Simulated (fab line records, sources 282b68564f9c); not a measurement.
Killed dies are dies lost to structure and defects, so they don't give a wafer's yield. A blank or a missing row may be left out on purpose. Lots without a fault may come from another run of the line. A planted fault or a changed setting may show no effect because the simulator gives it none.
fab line records | flow rit_cmos
record lots=14 wafers=42 last_day=7
route steps=202 shown ACTIVE@14
lots that met no fault: from a run of the same line without faults
start_h: hours from the record's first day to the start of the lot's first wafer shown | wait_h: hours since the lot's step before | " the same as in the row above | L1.1+2: a row that stands for several wafers | - no value, or no start given | * or withheld: withheld | < > ~ a bound
route shown NAME@n: a module of which the file shows steps, and the number in the route of the first | usual: mean/standard deviation of fault-free wafers | same: alike in all rows | chamber/n: place in a boat | sites: the reading at each site | _std_site: their standard deviation | _edge_site: outer sites' mean less inner sites' | radius_mm: how far each site lies from the wafer's centre | mask NAME#n: copy n | behind: the tool/chamber that last shaped the wafer | hold: why the lot was held/for how many hours/how that ended | device: the transistor (n, p or np) that didn't switch | end of line: the same wafers' tests at the end of the route | a step without rows: its recipe alone | killed: dies lost to structure and defects at the first sort, not the wafer's yield | map: a wafer's dies, x killed, . not, _ none there
set.NAME: the setting as run; set.NAME@STEP: as run at that earlier step | model.NAME: the simulator's own value behind a step, which no gauge read
steps of the route over a sample of lots; a table a step, a row a wafer
services: from which hour (start_h, from the record's first day; less than 0 if before it) a tool's chamber was out of use, for how many hours, and why
## steps
# step RIT_ACTIVE_ETCH_13
# recipe stop_on=SiO2 chemistry=SF6 target=Si3N4 time_s=210 over_etch_frac=0.4 SF6_flow_sccm=200 pressure_mtorr=260 rf_w=125 target_depth_a=2100
# usual drypump_motor_current_A=5.4/0.36 oes_product_au=0.821/0.0092 run_length_s=238.3/0.42 throttle_valve_pct=7.43/0.096
# columns lot.wafer tool chamber start_h wait_h drypump_motor_current_A oes_product_au rf_hours_counter_h run_length_s throttle_valve_pct
L996.4 rie_diel-03 3 16.51 0.1 5.2 0.812 41 238.1 7.40
L996.5 " 1 " " 5.1 0.813 - 238.9 7.30
L996.6 " 2 " " 5.9 0.837 - 238.0 7.50
L997.1 rie_diel-04 2 20.30 0.1 5.4 0.826 59 238.5 7.37
L997.3 " 1 " " 5.3 0.817 143 239.1 7.43
L997.6 " 1 " " 5.3 0.829 - 238.7 7.45
L998.2 rie_diel-04 1 24.90 0.1 5.3 0.825 143 238.5 7.44
L998.3 " 2 " " 5.4 0.816 59 238.6 7.38
L998.6 " 0 " " 5.0 0.818 - 237.8 7.43
L999.3 rie_diel-01 0 30.80 0.1 5.9 0.827 6 237.4 7.41
L999.5 " 2 " " 6.2 0.840 - 239.2 7.68
L999.6 " 1 " " 5.0 0.812 - 238.1 7.43
L100.2 rie_diel-04 2 38.22 0.1 5.4 0.834 59 238.6 7.38
L100.5 " 2 " " 5.4 0.822 - 238.6 7.38
L100.6 " 1 " " 5.3 0.823 - 238.8 7.44
L101.2 rie_diel-03 0 43.19 0.1 5.6 0.806 5 238.5 7.57
L101.3 " 2 " " 5.9 0.826 81 238.7 7.49
L101.4 " 3 " " 5.2 0.807 41 237.6 7.39
L102.2 rie_diel-04 3 44.91 0.1 5.7 0.824 123 237.8 7.32
L102.3 " 2 " " 5.4 0.811 59 238.4 7.38
L102.6 " 2 " " 5.4 0.818 - 238.8 7.37
L106.2 rie_diel-03 3 64.79 0.1 5.2 0.814 42 238.0 7.39
L106.3 " 2 " " 5.9 0.827 81 238.5 7.51
L106.5 " 2 " " 5.8 0.823 - 238.3 7.49
L108.1 rie_diel-04 0 74.97 0.1 5.0 0.726 29 295.9 7.41
L108.2 " 1 " " 5.3 0.716 144 296.4 7.44
L108.6 " 1 " " 5.3 0.725 - 296.4 7.44
L112.2 rie_diel-04 3 94.87 0.1 5.6 0.734 124 296.3 7.32
L112.5 " 1 " " 5.4 0.737 - 296.4 7.44
L112.6 " 0 " " 5.0 0.733 - 296.0 7.43
L114.2 rie_diel-03 1 104.83 0.1 5.1 0.802 2 238.2 7.29
L114.3 " 2 " " 5.9 0.823 82 238.0 7.51
L114.6 " 3 " " 5.2 0.801 - 237.7 7.41
L115.1 rie_diel-01 0 109.89 0.1 5.9 0.832 7 238.0 7.40
L115.2 " 1 " " 5.1 0.814 94 237.8 7.44
L115.4 " 3 " " 4.7 0.837 142 238.5 7.52
L118.2 rie_diel-03 3 125.85 0.1 5.2 0.804 43 238.2 7.40
L118.4 " 2 " " 5.8 0.826 82 238.4 7.50
L118.6 " 2 " " 5.9 0.829 - 238.0 7.50
L119.1 rie_diel-03 2 130.76 0.1 5.8 0.818 82 238.2 7.50
L119.4 " 1 " " 5.1 0.822 2 238.3 7.27
L119.6 " 3 " " 5.2 0.803 - 237.8 7.40
## services
# columns tool chamber start_h hours kind
rie_diel-04 2 -0.76 8.5 repair
rie_diel-01 2 34.05 8.1 repair
rie_diel-04 - 49.01 1.1 repair
rie_diel-01 - 98.85 2.4 repair
## key
first_sign step=RIT_ACTIVE_ETCH_13 reading=run_length_s direction=up sigmas=99+ usual=* struck=*
effect step=RIT_ACTIVE_ETCH_13 reading=oes_product_au direction=down sigmas=10 usual=0.821 struck=0.729
met_at RIT_ACTIVE_ETCH_13
struck_lots L108,L112
sort_left_out L108.1,L108.2,L108.6
tester_left_out L108,L112
onset_between 44.91 74.97
fault kind=process_parameter_drift tool=rie_diel-04 chamber=- onset_h=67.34 steps=RIT_ACTIVE_ETCH_13 channel=time_s offset=* shape=step end_h=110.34 acts_in=* stated=*
# tester_left_out: of these lots the tester's yield and bins aren't shown, on N5 and GAA mostly nor the transistor test; their killed dies are dies lost to structure and defects alone, not to doping, threshold or leakage, so they don't give the yield
# sort_left_out: the simulated sort isn't trusted on such a fault, so these wafers' sort isn't shown, and their yield isn't known
